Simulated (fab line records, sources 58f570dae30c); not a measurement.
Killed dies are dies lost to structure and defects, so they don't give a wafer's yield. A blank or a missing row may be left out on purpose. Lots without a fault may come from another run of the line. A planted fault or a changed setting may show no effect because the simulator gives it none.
fab line records | flow berkeley_cmos170
record lots=14 wafers=42 last_day=13
route steps=331 shown NWELL@19 GATE@142 SDANNEAL@204 M1@238
lots that met no fault: from a run of the same line without faults
start_h: hours from the record's first day to the start of the lot's first wafer shown | wait_h: hours since the lot's step before | " the same as in the row above | L1.1+2: a row that stands for several wafers | - no value, or no start given | * or withheld: withheld | < > ~ a bound
route shown NAME@n: a module of which the file shows steps, and the number in the route of the first | usual: mean/standard deviation of fault-free wafers | same: alike in all rows | chamber/n: place in a boat | sites: the reading at each site | _std_site: their standard deviation | _edge_site: outer sites' mean less inner sites' | radius_mm: how far each site lies from the wafer's centre | mask NAME#n: copy n | behind: the tool/chamber that last shaped the wafer | hold: why the lot was held/for how many hours/how that ended | device: the transistor (n, p or np) that didn't switch | end of line: the same wafers' tests at the end of the route | a step without rows: its recipe alone | killed: dies lost to structure and defects at the first sort, not the wafer's yield | map: a wafer's dies, x killed, . not, _ none there
set.NAME: the setting as run; set.NAME@STEP: as run at that earlier step | model.NAME: the simulator's own value behind a step, which no gauge read
steps of the route over a sample of lots; a table a step, a row a wafer
services: from which hour (start_h, from the record's first day; less than 0 if before it) a tool's chamber was out of use, for how many hours, and why
## steps
# step UCB170_NWELL_THK_MEAS_05
# recipe reads=Si3N4_of_NWELL_CVD_04
# usual NWELL_NITRIDE_THK=224.3/2.5
# columns lot.wafer tool chamber start_h wait_h NWELL_NITRIDE_THK[nm]
L297.2 film_metro-03 - 39.12 0.0 225.2
L297.3 " - " " 223.9
L297.4 " - " " 226.4
L296.3 film_metro-04 - 39.13 0.0 225.8
L296.4 " - " " 225.9
L296.5 " - " " 226.5
L299.1 film_metro-04 - 62.31 0.0 223.4
L299.3 " - " " 226.1
L299.6 " - " " 224.3
L304.2 film_metro-01 - 83.49 0.0 226.6
L304.3 " - " " 226.5
L304.5 " - " " 226.4
L306.2 film_metro-04 - 100.97 0.0 220.9
L306.4 " - " " 220.2
L306.5 " - " " 222.3
L308.1 film_metro-03 - 109.46 0.0 222.4
L308.3 " - " " 223.5
L308.6 " - " " 223.2
L309.1 film_metro-01 - 114.00 0.0 224.2
L309.2 " - " " 224.4
L309.6 " - " " 223.7
L311.2 film_metro-03 - 114.01 0.0 222.3
L311.3 " - " " 222.9
L311.5 " - " " 221.2
L310.1 film_metro-01 - 114.06 0.1 229.9
L310.4 " - " " 228.9
L310.5 " - " " 228.1
L312.1 film_metro-04 - 121.84 0.0 223.0
L312.2 " - " " 222.1
L312.3 " - " " 221.9
L313.2 film_metro-03 - 121.85 0.0 222.7
L313.3 " - " " 221.3
L313.4 " - " " 221.7
L314.3 film_metro-01 - 121.86 0.0 223.2
L314.4 " - " " 220.7
L314.6 " - " " 220.7
L316.3 film_metro-03 - 131.47 0.0 221.4
L316.4 " - " " 223.4
L316.6 " - " " 222.4
L318.2 film_metro-01 - 140.59 0.0 226.2
L318.3 " - " " 224.1
L318.4 " - " " 225.9
# step UCB170_GATE_STRIP_16
# recipe chemistry=O2 power_w=400 pressure_mtorr=3500 platen_temp_c=withheld o2_flow_sccm=400 overash_fraction=0.5
# usual chamber_pressure_mTorr=3500/3.2 drypump_motor_current_A=5.6/0.34 oes_product_au=0.724/0.0044
# same overash_fraction=0.5
# columns lot.wafer tool chamber start_h wait_h chamber_pressure_mTorr drypump_motor_current_A oes_product_au rf_hours_counter_h
L297.2 plasma_asher-01 1 155.48 0.0 3499 5.7 0.730 40
L297.3 " 1 " " 3498 5.7 0.720 -
L297.4 " 0 " " 3500 5.2 0.715 -
L296.3 plasma_asher-01 0 164.92 0.1 3500 5.3 0.715 -
L296.4 " 1 " " 3499 5.7 0.727 -
L296.5 " 0 " " 3498 5.2 0.726 -
L299.1 plasma_asher-01 1 183.01 0.0 3500 5.7 0.719 44
L299.3 " 0 " " 3499 5.2 0.721 -
L299.6 " 0 " " 3502 5.2 0.728 -
L304.2 plasma_asher-03 1 197.57 0.0 3500 5.6 0.722 46
L304.3 " 1 " " 3498 5.6 0.731 -
L304.5 " 1 " " 3499 5.6 0.727 -
L309.1 plasma_asher-03 0 217.48 0.0 3502 6.3 0.722 49
L309.2 " 1 " " 3502 5.6 0.724 49
L309.6 " 1 " " 3496 5.6 0.716 -
L308.1 plasma_asher-04 1 218.32 0.0 3503 5.5 0.720 37
L308.3 " 0 " " 3501 5.3 0.718 -
L308.6 " 1 " " 3500 5.5 0.723 -
L306.2 plasma_asher-03 0 218.68 0.0 3500 6.3 0.723 49
L306.4 " 1 " " 3499 5.6 0.730 -
L306.5 " 1 " " 3507 5.6 0.724 -
L310.1 plasma_asher-04 0 218.80 0.0 3502 5.3 0.725 37
L310.4 " 0 " " 3500 5.3 0.722 -
L310.5 " 1 " " 3507 5.5 0.726 -
L311.2 plasma_asher-01 1 218.93 0.0 3507 5.7 0.730 48
L311.3 " 0 " " 3498 5.2 0.725 -
L311.5 " 0 " " 3501 5.2 0.735 -
L313.2 plasma_asher-01 0 232.73 0.0 3498 5.2 0.724 50
L313.3 " 0 " " 3497 5.2 0.720 -
L313.4 " 1 " " 3505 5.7 0.725 -
L312.1 plasma_asher-03 0 232.80 0.0 3499 6.3 0.726 51
L312.2 " 1 " " 3503 5.6 0.719 51
L312.3 " 0 " " 3495 6.3 0.719 -
L316.3 plasma_asher-04 1 233.04 0.1 3495 5.5 0.721 -
L316.4 " 0 " " 3500 5.3 0.729 -
L316.6 " 1 " " 3507 5.5 0.727 -
L314.3 plasma_asher-03 0 233.76 0.1 3500 6.3 0.725 -
L314.4 " 1 " " 3500 5.6 0.715 -
L314.6 " 0 " " 3502 6.3 0.727 -
L318.2 plasma_asher-04 1 260.16 0.0 3495 5.5 0.730 43
L318.3 " 1 " " 3500 5.5 0.722 -
L318.4 " 0 " " 3502 5.3 0.722 -
# step UCB170_SDANNEAL_RTA_00
# recipe temp_c=900 time_s=10 ambient=N2
# usual lamp_power_pct=24.2/1.5 wafer_temp_C_max=904.0/0.98
# columns lot.wafer tool chamber start_h wait_h lamp_power_pct wafer_temp_C_max
L297.2 rtp_anneal-01 0 174.35 0.0 23.1 904.0
L297.3 " 0 " " 23.1 903.6
L297.4 " 0 " " 23.1 904.3
L296.3 rtp_anneal-01 0 181.52 0.0 23.1 902.4
L296.4 " 0 " " 23.1 903.6
L296.5 " 0 " " 23.1 903.8
L299.1 rtp_anneal-02 0 198.86 0.0 26.1 903.6
L299.3 " 0 " " 26.1 904.9
L299.6 " 0 " " 26.1 902.9
L304.2 rtp_anneal-02 0 219.84 0.0 26.1 905.9
L304.3 " 0 " " 26.1 904.9
L304.5 " 0 " " 26.1 905.1
L309.1 rtp_anneal-01 0 236.38 0.0 23.1 903.1
L309.2 " 0 " " 23.1 904.6
L309.6 " 0 " " 23.1 903.2
L308.1 rtp_anneal-02 0 236.82 0.0 26.1 904.7
L308.3 " 0 " " 26.1 904.8
L308.6 " 0 " " 26.1 907.4
L306.2 rtp_anneal-01 0 238.14 0.0 23.1 903.5
L306.4 " 0 " " 23.1 902.8
L306.5 " 0 " " 23.1 903.0
L311.2 rtp_anneal-01 0 238.26 0.1 23.1 902.8
L311.3 " 0 " " 23.1 902.8
L311.5 " 0 " " 23.1 901.9
L310.1 rtp_anneal-01 0 238.38 0.2 23.1 904.0
L310.4 " 0 " " 23.1 903.3
L310.5 " 0 " " 23.1 903.1
L313.2 rtp_anneal-01 0 249.68 0.0 23.1 904.1
L313.3 " 0 " " 23.1 905.1
L313.4 " 0 " " 23.1 903.1
L312.1 rtp_anneal-02 0 249.79 0.0 26.0 904.4
L312.2 " 0 " " 26.1 904.3
L312.3 " 0 " " 26.1 903.9
L316.3 rtp_anneal-01 0 250.23 0.0 23.0 903.2
L316.4 " 0 " " 23.1 904.1
L316.6 " 0 " " 23.1 903.4
L314.3 rtp_anneal-02 0 250.58 0.0 26.1 904.9
L314.4 " 0 " " 26.1 904.6
L314.6 " 0 " " 26.1 904.0
L318.2 rtp_anneal-01 0 276.25 0.0 23.1 903.3
L318.3 " 0 " " 23.1 903.9
L318.4 " 0 " " 23.1 904.0
# step UCB170_M1_SPUTTER_00
# recipe material=Al target_thk_nm=600 time_s=80 power_w=6000 chamber_pressure_pa=0.5
# usual throttle_valve_pct=30.3/0.8
# columns lot.wafer tool chamber start_h wait_h throttle_valve_pct
L297.2 pvd_sputter-04 - 184.15 0.0 28.8
L297.3 " - " " 31.0
L297.4 " - " " 29.6
L296.3 pvd_sputter-04 - 187.16 0.0 31.0
L296.4 " - " " 28.5
L296.5 " - " " 28.5
L299.1 pvd_sputter-01 - 207.49 0.0 31.6
L299.3 " - " " 30.8
L299.6 " - " " 30.7
L304.2 pvd_sputter-03 - 228.51 0.0 30.0
L304.3 " - " " 31.5
L304.5 " - " " 31.5
L308.1 pvd_sputter-04 - 244.66 0.0 29.6
L308.3 " - " " 30.4
L308.6 " - " " 28.6
L309.1 pvd_sputter-01 - 244.66 0.0 29.7
L309.2 " - " " 30.6
L309.6 " - " " 31.5
L306.2 pvd_sputter-04 - 245.98 0.0 31.2
L306.4 " - " " 30.0
L306.5 " - " " 29.9
L310.1 pvd_sputter-01 - 246.21 0.0 30.6
L310.4 " - " " 31.7
L310.5 " - " " 31.7
L311.2 pvd_sputter-03 - 247.40 0.0 31.5
L311.3 " - " " 29.9
L311.5 " - " " 30.0
L313.2 pvd_sputter-01 - 256.58 0.0 31.7
L313.3 " - " " 30.0
L313.4 " - " " 30.2
L312.1 pvd_sputter-03 - 258.79 0.0 31.2
L312.2 " - " " 30.8
L312.3 " - " " 30.0
L316.3 pvd_sputter-01 - 258.79 0.0 31.6
L316.4 " - " " 30.8
L316.6 " - " " 30.8
L314.3 pvd_sputter-01 - 259.34 0.0 30.9
L314.4 " - " " 30.4
L314.6 " - " " 30.7
L318.2 pvd_sputter-01 - 281.64 0.0 30.1
L318.3 " - " " 30.7
L318.4 " - " " 31.6
# step UCB170_M1_RS_MEAS_01
# recipe thk_meas_gauge=four-point-probe reads=Al_of_M1_SPUTTER_00
# usual M1_AL_RS=0.0487/0.00039
# columns lot.wafer tool chamber start_h wait_h M1_AL_RS[ohm/sq]
L297.2 film_metro-03 - 184.23 0.1 0.0484
L297.3 " - " " 0.0483
L297.4 " - " " 0.0488
L296.3 film_metro-02 - 187.26 0.1 0.0482
L296.4 " - " " 0.0482
L296.5 " - " " 0.0487
L299.1 film_metro-03 - 207.55 0.0 0.0483
L299.3 " - " " 0.0480
L299.6 " - " " 0.0484
L304.2 film_metro-01 - 228.59 0.1 0.0485
L304.3 " - " " 0.0482
L304.5 " - " " 0.0485
L308.1 film_metro-01 - 244.72 0.0 0.0490
L308.3 " - " " 0.0414
L308.6 " - " " 0.0484
L309.1 film_metro-03 - 244.72 0.0 0.0484
L309.2 " - " " 0.0486
L309.6 " - " " 0.0483
L306.2 film_metro-02 - 246.06 0.1 0.0480
L306.4 " - " " 0.0411
L306.5 " - " " 0.0408
L310.1 film_metro-01 - 246.27 0.0 0.0488
L310.4 " - " " 0.0487
L310.5 " - " " 0.0489
L311.2 film_metro-01 - 247.48 0.1 0.0493
L311.3 " - " " 0.0491
L311.5 " - " " 0.0495
L313.2 film_metro-01 - 256.66 0.1 0.0491
L313.3 " - " " 0.0489
L313.4 " - " " 0.0493
L312.1 film_metro-01 - 258.85 0.0 0.0485
L312.2 " - " " 0.0484
L312.3 " - " " 0.0483
L316.3 film_metro-03 - 258.89 0.1 0.0491
L316.4 " - " " 0.0480
L316.6 " - " " 0.0487
L314.3 film_metro-03 - 259.44 0.1 0.0489
L314.4 " - " " 0.0494
L314.6 " - " " 0.0490
L318.2 film_metro-03 - 281.73 0.1 0.0485
L318.3 " - " " 0.0484
L318.4 " - " " 0.0490
# step UCB170_M1_THK_MEAS_02
# recipe thk_meas_gauge=xrf reads=Al_of_M1_SPUTTER_00
# usual M1_AL_THK=601/5.7
# columns lot.wafer tool chamber start_h wait_h M1_AL_THK[nm]
L297.2 film_metro-03 - 184.34 0.1 599
L297.3 " - " " 599
L297.4 " - " " 595
L296.3 film_metro-02 - 187.36 0.1 612
L296.4 " - " " 611
L296.5 " - " " 604
L299.1 film_metro-03 - 207.67 0.1 599
L299.3 " - " " 607
L299.6 " - " " 602
L304.2 film_metro-01 - 228.70 0.1 601
L304.3 " - " " 603
L304.5 " - " " 598
L308.1 film_metro-01 - 244.84 0.1 597
L308.3 " - " " 705
L308.6 " - " " 606
L309.1 film_metro-03 - 244.84 0.1 599
L309.2 " - " " 598
L309.6 " - " " 602
L306.2 film_metro-02 - 246.17 0.1 610
L306.4 " - " " 710
L306.5 " - " " 718
L310.1 film_metro-01 - 246.39 0.1 600
L310.4 " - " " 601
L310.5 " - " " 603
L311.2 film_metro-01 - 247.59 0.1 598
L311.3 " - " " 598
L311.5 " - " " 592
L313.2 film_metro-01 - 256.77 0.1 597
L313.3 " - " " 597
L313.4 " - " " 596
L312.1 film_metro-01 - 258.97 0.1 603
L312.2 " - " " 606
L312.3 " - " " 610
L316.3 film_metro-03 - 258.99 0.1 591
L316.4 " - " " 605
L316.6 " - " " 596
L314.3 film_metro-03 - 259.54 0.1 595
L314.4 " - " " 590
L314.6 " - " " 590
L318.2 film_metro-03 - 281.84 0.1 602
L318.3 " - " " 601
L318.4 " - " " 599
# step UCB170_M1_METAL_ETCH_12
# recipe chemistry=Cl2/BCl3 target=Al stop_on=PSG pressure_mtorr=12 target_depth_a=7800 over_etch_frac=0.3 time_s=130 icp_w=583.9 bias_w=120 Cl2_flow_sccm=90 bcl3_flow_sccm=45
# usual chamber_pressure_mTorr=11.999/0.011 drypump_motor_current_A=5.6/0.64 oes_product_au=0.857/0.015 throttle_valve_pct=24.38/0.16
# columns lot.wafer tool chamber start_h wait_h chamber_pressure_mTorr drypump_motor_current_A oes_product_au rf_hours_counter_h throttle_valve_pct
L297.2 rie_metal-01 1 185.55 - 11.990 6.0 0.864 9 24.47
L297.3 " 1 " " 12.013 6.0 0.876 - 24.46
L297.4 " 0 " " 12.013 4.8 0.849 - 24.51
L296.3 rie_metal-01 0 188.61 - 12.006 4.8 0.853 - 24.49
L296.4 " 1 " " 11.989 6.0 0.881 - 24.47
L296.5 " 0 " " 11.996 4.8 0.843 - 24.49
L299.1 rie_metal-02 0 209.18 - 11.991 6.1 0.850 2 24.28
L299.3 " 0 " " 12.009 6.1 0.850 - 24.29
L299.6 " 1 " " 11.982 4.8 0.847 - 24.37
L304.2 rie_metal-04 0 230.77 - 12.002 6.5 0.853 3 24.57
L304.3 " 0 " " 11.991 6.5 0.855 - 24.53
L304.5 " 1 " " 11.997 5.6 0.884 - 24.05
L309.1 rie_metal-04 1 247.65 - 12.004 5.6 0.883 5 24.07
L309.2 " 0 " " 11.997 6.5 0.840 3 24.56
L309.6 " 1 " " 11.993 5.6 0.884 - 24.07
L308.1 rie_metal-01 1 247.92 - 12.004 5.9 0.862 10 24.48
L308.3 " 0 " " 12.001 4.8 0.932 - 24.46
L308.6 " 0 " " 12.012 4.8 0.855 - 24.50
L306.2 rie_metal-04 0 248.83 - 12.017 6.5 0.848 3 24.54
L306.4 " 0 " " 12.006 6.5 0.932 - 24.52
L306.5 " 1 " " 11.998 5.6 0.977 - 24.01
L310.1 rie_metal-01 0 249.02 - 12.006 4.7 0.839 11 24.49
L310.4 " 1 " " 11.993 5.9 0.879 - 24.46
L310.5 " 0 " " 12.008 4.7 0.833 - 24.50
L311.2 rie_metal-02 1 249.31 - 12.001 4.8 0.841 4 24.37
L311.3 " 0 " " 12.014 6.1 0.848 - 24.26
L311.5 " 0 " " 11.996 6.1 0.846 - 24.29
L313.2 rie_metal-02 0 259.22 - 12.002 6.1 0.840 3 24.29
L313.3 " 1 " " 11.985 4.8 0.854 - 24.38
L313.4 " 0 " " 12.005 6.1 0.843 - 24.30
L316.3 rie_metal-04 1 261.44 - 11.998 5.6 0.878 - 24.05
L316.4 " 0 " " 12.009 6.5 0.848 - 24.55
L316.6 " 0 " " 11.989 6.5 0.849 - 24.57
L312.1 rie_metal-01 1 261.72 - 11.994 5.9 0.871 11 24.47
L312.2 " 0 " " 12.011 4.8 0.850 11 24.49
L312.3 " 1 " " 11.988 6.0 0.877 - 24.49
L314.3 rie_metal-04 1 262.76 - 11.963 5.6 0.880 - 24.08
L314.4 " 0 " " 11.996 6.5 0.837 - 24.55
L314.6 " 0 " " 11.991 6.5 0.849 - 24.56
L318.2 rie_metal-02 0 284.49 - 12.005 6.1 0.849 4 24.27
L318.3 " 0 " " 12.014 6.1 0.849 - 24.30
L318.4 " 1 " " 12.000 4.8 0.851 - 24.37
## services
# columns tool chamber start_h hours kind
rie_metal-04 0 136.92 - clean
rie_metal-04 0 136.92 14.0 scheduled_down
rie_metal-04 0 136.92 14.0 vent_cycle
rie_metal-01 - 159.75 0.6 repair
pvd_sputter-03 - 164.93 0.9 repair
plasma_asher-04 - 179.30 36.0 repair
plasma_asher-03 - 185.98 2.8 pm
rtp_anneal-02 - 237.98 5.1 pm
plasma_asher-03 - 247.52 28.1 pm
rie_metal-04 1 251.01 1.6 repair
pvd_sputter-03 - 251.59 2.3 repair
rie_metal-02 - 255.69 1.1 repair
## key
first_sign step=UCB170_M1_RS_MEAS_01 reading=M1_AL_RS direction=down sigmas=20 usual=0.0487 struck=0.0411
effect step=UCB170_M1_THK_MEAS_02 reading=M1_AL_THK direction=up sigmas=19 usual=601 struck=711
effect step=UCB170_M1_METAL_ETCH_12 reading=oes_product_au direction=up sigmas=5.8 usual=0.857 struck=0.947
met_at UCB170_M1_SPUTTER_00
struck_lots L306,L308
struck_wafers L306.4,L306.5,L308.3
sort_left_out L308.3
not_acting_at UCB170_NWELL_THK_MEAS_05,UCB170_GATE_STRIP_16,UCB170_SDANNEAL_RTA_00
fault kind=process_parameter_drift tool=pvd_sputter-04 chamber=- onset_h=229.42 steps=UCB170_M1_SPUTTER_00 channel=time_s offset=* shape=step end_h=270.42 acts_in=* stated=* scope=struck_wafers_only
# sort_left_out: the simulated sort isn't trusted on such a fault, so these wafers' sort isn't shown, and their yield isn't known
